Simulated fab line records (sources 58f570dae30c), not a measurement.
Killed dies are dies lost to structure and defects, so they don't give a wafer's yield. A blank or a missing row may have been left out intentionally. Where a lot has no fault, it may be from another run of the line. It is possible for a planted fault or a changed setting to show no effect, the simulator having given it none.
fab line records    flow berkeleyCmos170
record: lots: 14  wafers: 42  lastDay: 13
route steps=331 shown PWELL@37 NVT@112 GATE@141 PLDD@208
lots that met no fault: from a run of the same line without faults
startH: start of the lot's first displayed wafer, in hours after the record's first day    waitH: hours from the lot's prior step to this one    " unchanged from the row above    L1.1+2: a row that stands for several wafers    - no value present, or no start provided    * or withheld: withheld    < > ~ a bound
route shown NAME@n: a module of which the file shows steps, and the number in the route of the first    usual: average and standard deviation across the fault-free wafers    same: alike in all rows    chamber/n: place in a boat    sites: readings site by site    _std_site: the values' standard deviation    _edge_site: inner sites' mean taken away from outer sites' mean    radiusMm: for every site, how far away it sits from the centre of the wafer    mask NAME#n: copy n    behind: the last tool/chamber to shape the wafer    hold: why the lot went on hold/how many hours it stayed there/how the hold came to an end    device: the n, p or np transistor that did not switch    end of line: the tests these same wafers got at the end of their route    for a step that has no rows: nothing shown but its recipe    killed: the dies lost at the first sort to structure and to defects; this is not the yield of the wafer    map: dies across one wafer; x = killed, . = not, _ = none there
set.NAME: setting as actually run; set.NAME@STEP: the setting as run at that earlier step    model.NAME: the simulator's own value behind a step, which no gauge read
one table for each step of the route and one row for each wafer, over a sample of lots
services: a tool's chamber out of use, with start hour (startH, from the record's first day; less than 0 if before it), hours out, and reason
== steps ==
step: UCB170_PWELL_THK_MEAS_03
recipe: reads: SiO2_of_PWELL_OXIDATION_02
usual: PWELL_OXIDE_THK: 26.4/0.56
lot.wafer  tool          chamber  startH  waitH  PWELL_OXIDE_THK[nm]
L438.2     filmMetro-04  -        56.16   0.0    25.9
L438.3     "             -        "       "      26.4
L438.5     "             -        "       "      26.1
L439.3     filmMetro-03  -        67.53   0.0    26.0
L439.4     "             -        "       "      26.1
L439.5     "             -        "       "      26.0
L440.1     filmMetro-01  -        72.93   0.0    26.2
L440.5     "             -        "       "      26.3
L440.6     "             -        "       "      26.5
L441.1     filmMetro-01  -        76.10   0.0    27.5
L441.2     "             -        "       "      27.1
L441.3     "             -        "       "      27.5
L442.2     filmMetro-03  -        84.48   0.0    27.7
L442.5     "             -        "       "      27.3
L442.6     "             -        "       "      27.4
L444.1     filmMetro-04  -        87.07   0.0    26.7
L444.4     "             -        "       "      26.9
L444.5     "             -        "       "      26.9
L445.2     filmMetro-03  -        91.42   0.0    26.7
L445.3     "             -        "       "      26.5
L445.4     "             -        "       "      27.1
L446.3     filmMetro-01  -        91.43   0.0    26.4
L446.5     "             -        "       "      26.2
L446.6     "             -        "       "      26.8
L447.1     filmMetro-04  -        97.75   0.0    25.8
L447.4     "             -        "       "      25.8
L447.6     "             -        "       "      26.2
L454.1     filmMetro-01  -        135.26  0.0    25.9
L454.3     "             -        "       "      25.8
L454.6     "             -        "       "      26.3
L456.2     filmMetro-03  -        151.52  0.0    26.3
L456.3     "             -        "       "      26.8
L456.5     "             -        "       "      26.4
L457.2     filmMetro-01  -        151.55  0.0    26.6
L457.3     "             -        "       "      26.4
L457.6     "             -        "       "      26.5
L458.2     filmMetro-03  -        158.20  0.0    26.6
L458.5     "             -        "       "      26.0
L458.6     "             -        "       "      26.1
L459.1     filmMetro-04  -        165.21  0.0    26.5
L459.4     "             -        "       "      26.3
L459.6     "             -        "       "      26.6
step: UCB170_NVT_STRIP_08
recipe: chemistry: O2  powerW: 400  pressureMtorr: 3500  platenTempC: withheld  o2FlowSccm: 400  overashFraction: 0.5
usual: drypumpMotorCurrentA: 5.8/0.74  o2FlowSccm: 400.3/1.3  oesProductAu: 0.735/0.0045  stripTimeToEndpointS: 21.69/0.063
lot.wafer  tool            chamber  startH  waitH  drypumpMotorCurrentA  o2FlowSccm  oesProductAu  rfHoursCounterH  stripTimeToEndpointS
L438.2     plasmaAsher-02  0        135.29  0.1    6.5                   401.2       0.735         35               21.64
L438.3     "               1        "       "      5.6                   398.1       0.740         -                21.63
L438.5     "               1        "       "      5.7                   401.7       0.734         -                21.66
L439.3     plasmaAsher-02  0        145.23  0.1    6.5                   397.0       0.741         -                21.70
L439.4     "               1        "       "      5.6                   400.1       0.735         -                21.72
L439.5     "               1        "       "      5.6                   399.3       0.730         -                21.73
L440.1     plasmaAsher-04  0        145.49  0.1    5.0                   400.7       0.731         47               21.73
L440.5     "               0        "       "      5.0                   401.6       0.731         -                21.80
L440.6     "               1        "       "      6.6                   400.5       0.732         -                21.72
L441.1     plasmaAsher-03  1        155.57  0.1    4.8                   399.6       0.728         4                21.81
L441.2     "               0        "       "      6.3                   398.1       0.737         4                21.77
L441.3     "               1        "       "      4.8                   400.2       0.729         -                21.81
L445.2     plasmaAsher-02  0        163.00  0.1    6.5                   397.7       0.734         38               21.64
L445.3     "               0        "       "      6.5                   399.6       0.736         -                21.65
L445.4     "               1        "       "      5.7                   400.1       0.738         -                21.67
L446.3     plasmaAsher-03  1        163.06  0.1    4.7                   399.0       0.735         -                21.72
L446.5     "               1        "       "      4.7                   400.8       0.733         -                21.70
L446.6     "               0        "       "      6.3                   400.0       0.733         -                21.77
L444.1     plasmaAsher-04  0        163.28  0.1    5.0                   401.5       0.734         49               21.62
L444.4     "               1        "       "      6.6                   399.4       0.742         -                21.63
L444.5     "               0        "       "      5.0                   401.1       0.737         -                21.61
L442.2     plasmaAsher-03  1        163.55  0.1    4.8                   402.1       0.730         5                21.66
L442.5     "               0        "       "      6.3                   399.9       0.739         -                21.66
L442.6     "               1        "       "      4.8                   401.1       0.744         -                21.70
L447.1     plasmaAsher-02  1        176.75  0.1    5.6                   397.9       0.741         39               21.73
L447.4     "               1        "       "      5.7                   399.9       0.732         -                21.72
L447.6     "               1        "       "      5.6                   400.9       0.731         -                21.65
L454.1     plasmaAsher-02  0        219.33  0.1    6.5                   398.5       0.731         44               21.66
L454.3     "               0        "       "      6.5                   399.2       0.732         -                21.59
L454.6     "               1        "       "      5.7                   400.8       0.736         -                21.70
L456.2     plasmaAsher-03  0        244.08  0.1    6.3                   399.9       0.730         13               21.66
L456.3     "               1        "       "      4.8                   399.8       0.735         -                21.61
L456.5     "               0        "       "      6.3                   399.0       0.733         -                21.65
L459.1     plasmaAsher-04  0        251.77  0.1    5.0                   399.5       0.739         59               21.65
L459.4     "               0        "       "      5.0                   398.5       0.732         -                21.69
L459.6     "               1        "       "      6.6                   400.6       0.727         -                21.66
L458.2     plasmaAsher-04  1        252.51  0.1    6.6                   401.1       0.740         59               21.80
L458.5     "               0        "       "      5.0                   400.7       0.733         -                21.77
L458.6     "               1        "       "      6.7                   400.7       0.730         -                21.81
L457.2     plasmaAsher-03  1        252.71  0.1    4.7                   400.4       0.736         14               21.61
L457.3     "               0        "       "      6.3                   402.2       0.732         -                21.60
L457.6     "               1        "       "      4.8                   398.6       0.736         -                21.68
step: UCB170_GATE_ETCH_15
recipe: chemistry: HBr/Cl2  target: poly-Si  stopOn: SiO2  overEtchFrac: 0.3  icpW: 300  biasW: 150  timeS: 56.3  pressureMtorr: 15  HBr_flow_sccm: 150  Cl2_flow_sccm: 50  targetDepthA: 2782
usual: drypumpMotorCurrentA: 5.8/0.45  oesProductAu: 0.831/0.011  overEtchFrac: 0.3/0  throttleValvePct: 26.30/0.16
lot.wafer  tool      chamber  startH  waitH  drypumpMotorCurrentA  oesProductAu  overEtchFrac  rfHoursCounterH  throttleValvePct
L438.2     rieSi-02  3        156.05  -      6.4                   0.830         0.3           96               26.29
L438.3     "         0        "       "      5.0                   0.830         0.3           0                26.09
L438.5     "         3        "       "      6.4                   0.826         0.3           -                26.28
L439.3     rieSi-01  3        166.31  -      5.9                   0.800         0.3           120              26.50
L439.4     "         1        "       "      5.4                   0.837         0.3           0                26.31
L439.5     "         1        "       "      5.5                   0.851         0.3           -                26.32
L440.1     rieSi-02  3        166.67  -      6.4                   0.822         0.3           96               26.30
L440.5     "         3        "       "      6.4                   0.825         0.3           -                26.29
L440.6     "         0        "       "      5.0                   0.842         0.3           -                26.11
L441.1     rieSi-02  0        172.47  -      4.9                   0.830         0.3           0                26.10
L441.2     "         2        "       "      5.5                   0.838         0.3           1                26.54
L441.3     "         1        "       "      5.9                   0.835         0.3           81               26.46
L446.3     rieSi-01  2        180.26  -      6.3                   0.826         0.3           2                26.30
L446.5     "         2        "       "      6.3                   0.829         0.3           -                26.31
L446.6     "         1        "       "      5.5                   0.851         0.3           -                26.32
L445.2     rieSi-02  3        180.90  -      6.4                   0.829         0.3           96               26.28
L445.3     "         0        "       "      4.9                   0.834         0.3           0                26.10
L445.4     "         1        "       "      5.9                   0.829         0.3           81               26.46
L442.2     rieSi-01  0        181.14  -      5.9                   0.973         0.06          1                26.05
L442.5     "         1        "       "      5.5                   0.955         0.06          -                26.32
L442.6     "         0        "       "      5.9                   0.965         0.06          -                26.05
L444.1     rieSi-02  3        181.38  -      6.4                   0.819         0.3           96               26.29
L444.4     "         2        "       "      5.5                   0.824         0.3           1                26.52
L444.5     "         1        "       "      5.9                   0.824         0.3           -                26.46
L447.1     rieSi-01  3        198.73  -      5.9                   0.963         0.06          0                26.50
L447.4     "         0        "       "      5.9                   0.971         0.06          1                26.05
L447.6     "         3        "       "      5.9                   0.953         0.06          -                26.49
L454.1     rieSi-02  1        235.48  -      5.9                   0.845         0.3           82               26.45
L454.3     "         0        "       "      5.0                   0.839         0.3           0                26.09
L454.6     "         1        "       "      5.9                   0.841         0.3           -                26.45
L456.2     rieSi-02  3        259.54  -      6.4                   0.834         0.3           97               26.29
L456.3     "         2        "       "      5.5                   0.848         0.3           1                26.53
L456.5     "         0        "       "      4.9                   0.827         0.3           -                26.11
L459.1     rieSi-01  2        269.67  -      6.3                   0.819         0.3           2                26.31
L459.4     "         1        "       "      5.5                   0.829         0.3           1                26.32
L459.6     "         3        "       "      5.9                   0.835         0.3           -                26.49
L458.2     rieSi-01  0        270.15  -      6.0                   0.830         0.3           1                26.05
L458.5     "         0        "       "      6.0                   0.838         0.3           -                26.06
L458.6     "         3        "       "      5.9                   0.827         0.3           -                26.51
L457.2     rieSi-02  3        270.27  -      6.4                   0.830         0.3           97               26.30
L457.3     "         2        "       "      5.5                   0.835         0.3           1                26.52
L457.6     "         0        "       "      4.9                   0.823         0.3           -                26.09
step: UCB170_SDANNEAL_RS_MEAS_04
recipe: thkMeasGauge: four-point-probe
usual: PLDD_RS: 1032/3.1
lot.wafer  tool          chamber  startH  waitH  PLDD_RS[ohm/sq]
L438.2     filmMetro-01  -        173.82  0.1    1034
L438.3     "             -        "       "      1035
L438.5     "             -        "       "      1036
L439.3     filmMetro-02  -        183.44  0.1    1033
L439.4     "             -        "       "      1035
L439.5     "             -        "       "      1034
L440.1     filmMetro-01  -        183.79  0.1    1035
L440.5     "             -        "       "      1036
L440.6     "             -        "       "      1037
L441.1     filmMetro-01  -        190.47  0.1    1030
L441.2     "             -        "       "      1037
L441.3     "             -        "       "      1033
L446.3     filmMetro-02  -        203.66  0.1    1029
L446.5     "             -        "       "      1031
L446.6     "             -        "       "      1030
L445.2     filmMetro-04  -        203.97  0.1    1029
L445.3     "             -        "       "      1028
L445.4     "             -        "       "      1026
L442.2     filmMetro-01  -        204.09  0.1    1029
L442.5     "             -        "       "      1028
L442.6     "             -        "       "      1028
L444.1     filmMetro-02  -        204.57  0.1    1029
L444.4     "             -        "       "      1028
L444.5     "             -        "       "      1026
L447.1     filmMetro-02  -        218.18  0.1    1030
L447.4     "             -        "       "      1036
L447.6     "             -        "       "      1031
L454.1     filmMetro-01  -        252.70  0.1    1030
L454.3     "             -        "       "      1026
L454.6     "             -        "       "      1028
L456.2     filmMetro-04  -        276.93  0.1    1033
L456.3     "             -        "       "      1034
L456.5     "             -        "       "      1036
L458.2     filmMetro-01  -        289.57  0.1    1032
L458.5     "             -        "       "      1031
L458.6     "             -        "       "      1032
L459.1     filmMetro-02  -        289.90  0.1    1037
L459.4     "             -        "       "      1036
L459.6     "             -        "       "      1041
L457.2     filmMetro-01  -        290.33  0.1    1031
L457.3     "             -        "       "      1031
L457.6     "             -        "       "      1033
== services ==
tool            chamber  startH  hours  kind
rieSi-02        0        112.94  -      clean
rieSi-02        0        112.94  28.7   scheduledDown
rieSi-02        0        112.94  28.7   ventCycle
plasmaAsher-03  0        117.75  -      clean
plasmaAsher-03  1        117.75  -      clean
rieSi-02        -        122.11  28.1   pm
plasmaAsher-03  -        139.28  4.8    repair
plasmaAsher-03  -        140.50  2.1    repair
rieSi-01        -        158.09  0.2    repair
rieSi-02        3        173.27  2.0    repair
rieSi-01        3        177.32  -      clean
rieSi-01        3        177.32  19.0   scheduledDown
rieSi-01        3        177.32  19.0   ventCycle
plasmaAsher-04  -        197.11  0.4    repair
plasmaAsher-04  -        204.01  1.1    repair
plasmaAsher-03  -        241.74  1.7    repair
== key ==
firstSign: step: UCB170_GATE_ETCH_15  reading: overEtchFrac  direction: down  sigmas: 99+  usual: 0.3  struck: 0.06
effect: step: UCB170_GATE_ETCH_15  reading: oesProductAu  direction: up  sigmas: 13  usual: 0.831  struck: 0.963
metAt UCB170_GATE_ETCH_15
struckLots L442,L447
sortLeftOut L442.2,L442.5,L442.6,L447.1,L447.4,L447.6
testerLeftOut L442,L447
notActingAt UCB170_PWELL_THK_MEAS_03,UCB170_NVT_STRIP_08,UCB170_SDANNEAL_RS_MEAS_04
onsetBetween 180.26 181.14
fault: kind: processParameterDrift  tool: rieSi-01  chamber: -  onsetH: 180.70  steps: UCB170_GATE_ETCH_15  channel: overEtchFrac  offset: -0.24  shape: step  endH: 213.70  stated: 0.3
testerLeftOut: of these lots the tester's yield and bins aren't shown, on N5 and GAA mostly nor the transistor test; their killed dies are dies lost to structure and defects alone, not to doping, threshold or leakage, so they don't give the yield
sortLeftOut: the simulated sort isn't trusted on such a fault, so these wafers' sort isn't shown, and their yield isn't known
